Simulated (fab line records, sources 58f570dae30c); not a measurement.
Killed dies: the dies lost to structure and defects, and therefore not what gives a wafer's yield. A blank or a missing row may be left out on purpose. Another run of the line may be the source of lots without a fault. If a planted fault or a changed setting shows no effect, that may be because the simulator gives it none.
Tool commonality check | flow berkeleyCmos170 | 14 lots, 42 wafers sampled

## WHY THIS WAS OPENED
Of 14 lots, 2 have the reading SILICIDE_TI_RS flagged at UCB170_SILICIDE_RS_MEAS_02. No-fault wafers: 26.2 ohm/sq, standard deviation 0.36.
Rule: flag the lot when none of its wafers has a number, or when each of its wafers that has one lies beyond 4 standard deviations from that mean. As for the other lots, they are considered sound.

lot  | measured     | on           | SILICIDE_TI_RS (ohm/sq), wafer by wafer | flag
L132 | day 7 22:19  | filmMetro-02 | 26.4 26.5 26.5                          | 
L131 | day 7 22:51  | filmMetro-02 | 26.4 26.4 26.1                          | 
L133 | day 8 09:14  | filmMetro-01 | 26.2 26.1 26.1                          | 
L134 | day 8 21:09  | filmMetro-02 | 25.7 25.6 25.9                          | 
L136 | day 8 21:22  | filmMetro-03 | 26.2 25.8 26.4                          | 
L135 | day 8 21:23  | filmMetro-01 | 26.3 26.4 26.4                          | 
L137 | day 9 11:16  | filmMetro-02 | 26.0 26.2 26.0                          | 
L142 | day 10 17:17 | filmMetro-02 | 34.1 34.0 34.1                          | FLAGGED
L143 | day 10 21:22 | filmMetro-03 | 32.7 32.8 32.9                          | FLAGGED
L148 | day 12 01:01 | filmMetro-03 | 26.6 26.7 26.6                          | 
L147 | day 12 01:02 | filmMetro-02 | 26.4 26.7 26.3                          | 
L150 | day 12 01:27 | filmMetro-02 | 26.6 26.5 26.3                          | 
L151 | day 12 06:55 | filmMetro-03 | 26.6 26.6 26.7                          | 
L154 | day 12 14:44 | filmMetro-02 | 26.8 26.6 26.5                          | 
The mean of the flagged lots' numbers is 33.4 ohm/sq, +7.2 ohm/sq from the usual (+20 standard deviations).

## WHICH TOOL EACH LOT WENT THROUGH
Before the reading, the record contains 2 process steps out of a 331-step route. Each cell gives the tool, then ch followed by the chambers the sampled wafers passed through, then the start.
lot  | flag    | UCB170_PSD_STRIP_09                 | UCB170_SILICIDE_SPUTTER_01
L132 |         | plasmaAsher-02 ch 0,1, day 7 15:00  | pvdSputter-01, day 7 22:12
L131 |         | plasmaAsher-01 ch 0,1, day 7 15:19  | pvdSputter-03, day 7 22:48
L133 |         | plasmaAsher-02 ch 0,1, day 8 05:28  | pvdSputter-01, day 8 09:10
L134 |         | plasmaAsher-04 ch 0,1, day 8 16:19  | pvdSputter-03, day 8 21:07
L136 |         | plasmaAsher-02 ch 0,1, day 8 16:41  | pvdSputter-02, day 8 21:20
L135 |         | plasmaAsher-01 ch 0,1, day 8 16:32  | pvdSputter-01, day 8 21:20
L137 |         | plasmaAsher-02 ch 0,1, day 9 06:23  | pvdSputter-03, day 9 11:14
L142 | FLAGGED | plasmaAsher-01 ch 0,1, day 10 12:55 | pvdSputter-03, day 10 17:15
L143 | FLAGGED | plasmaAsher-01 ch 0,1, day 10 16:47 | pvdSputter-03, day 10 21:17
L148 |         | plasmaAsher-04 ch 0,1, day 11 18:46 | pvdSputter-01, day 12 00:56
L147 |         | plasmaAsher-02 ch 0,1, day 11 18:38 | pvdSputter-02, day 12 00:56
L150 |         | plasmaAsher-04 ch 0,1, day 11 19:30 | pvdSputter-01, day 12 01:25
L151 |         | plasmaAsher-01 ch 0,1, day 12 03:32 | pvdSputter-01, day 12 06:53
L154 |         | plasmaAsher-01 ch 0,1, day 12 11:29 | pvdSputter-01, day 12 14:42
What these steps do:
- UCB170_PSD_STRIP_09: strips in O2.
- UCB170_SILICIDE_SPUTTER_01: material Ti, target thk 30 nm, time 25 s.
- UCB170_SILICIDE_RS_MEAS_02: measures by four-point-probe.

## FLAGGED OVER TOTAL, TOOL BY TOOL (the gauges that took the reading come last)
step                       | tool           | lots run | flagged | share of the flagged lots | sound lots run after its first flagged lot
UCB170_PSD_STRIP_09        | plasmaAsher-01 | 6        | 2       | all                       | 2 (L151,L154)
UCB170_PSD_STRIP_09        | plasmaAsher-02 | 5        | 0       | none                      | -
UCB170_PSD_STRIP_09        | plasmaAsher-04 | 3        | 0       | none                      | -
UCB170_SILICIDE_SPUTTER_01 | pvdSputter-01  | 7        | 0       | none                      | -
UCB170_SILICIDE_SPUTTER_01 | pvdSputter-02  | 2        | 0       | none                      | -
UCB170_SILICIDE_SPUTTER_01 | pvdSputter-03  | 5        | 2       | all                       | 0
UCB170_SILICIDE_RS_MEAS_02 | filmMetro-01   | 2        | 0       | none                      | -
UCB170_SILICIDE_RS_MEAS_02 | filmMetro-02   | 8        | 1       | some                      | 3 (L147,L150,L154)
UCB170_SILICIDE_RS_MEAS_02 | filmMetro-03   | 4        | 1       | some                      | 2 (L148,L151)

## WHAT THE TABLE PERMITS
In 2 table rows, all flagged lots were run: plasmaAsher-01 (UCB170_PSD_STRIP_09), pvdSputter-03 (UCB170_SILICIDE_SPUTTER_01).
- plasmaAsher-01 at UCB170_PSD_STRIP_09: 2 of its 6 lots flagged. Lots that were sound ran on it after the first flagged one (L151, L154); a persistent fault on the entire tool would not allow that.
- pvdSputter-03 at UCB170_SILICIDE_SPUTTER_01: 2 of its 5 lots flagged. It ran its last sound lot, L137, at day 9 11:14 and its first flagged lot, L142, at day 10 17:15: a fault with its onset between the two fits.
What remains is a single tool, pvdSputter-03 at UCB170_SILICIDE_SPUTTER_01.

## WHAT THE SIMULATOR HAD PUT IN
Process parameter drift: pvdSputter-03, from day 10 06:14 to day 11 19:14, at UCB170_SILICIDE_SPUTTER_01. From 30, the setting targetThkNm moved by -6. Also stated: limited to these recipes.
Lots struck among those shown: L142, L143. The rule above reached the same finding.
